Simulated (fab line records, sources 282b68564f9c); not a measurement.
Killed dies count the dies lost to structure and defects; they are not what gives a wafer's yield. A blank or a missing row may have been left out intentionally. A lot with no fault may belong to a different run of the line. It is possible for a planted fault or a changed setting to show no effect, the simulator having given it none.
Matching of chambers ; flow ritCmos ; RIT_GATE_ETCH_19 on rieSi-02 has 3 sister chambers
The step etches poly-Si in SF6/CHF3/O2, stops on SiO2, time 165 s, target depth 312.5 nm. 3 wafers are shown with their chamber, then 6 later ones without.

== WAFERS, EACH WITH ITS CHAMBER ==
wafer;chamber;drypumpMotorCurrentA (A)
L637.4;2;4.8
L639.3;0;6.4
L639.5;3;6.2

== WAFERS MISSING THEIR CHAMBER ==
wafer;drypumpMotorCurrentA (A)
L639.6;6.4
L646.2;4.8
L646.4;6.1
L646.5;6.1
L649.3;6.4
L649.4;6.1

== THE CHAMBER EACH PASSED THROUGH ==
wafer;from the rows above;in truth
L639.6;0;0
L646.2;2;2
L646.4;3;3
L646.5;3;3
L649.3;0;0
L649.4;3;3
Correct placement for 6 of the 6. Left unplaced by these rows: 0. Placed wrongly: 0.
How it was worked out, from the rows above alone: a wafer's distance from a chamber is the root of the sum, over the readings, of the square of ((its reading less the chamber's mean) divided by the reading's scatter). The wafer belongs to the nearest chamber; if the next one is less than 2 further off, it can't be placed. A chamber's mean is the mean of its shown wafers. The scatter: with one shown wafer a chamber, the root of the mean of the squares of how far each hidden wafer lies from its nearest shown one.
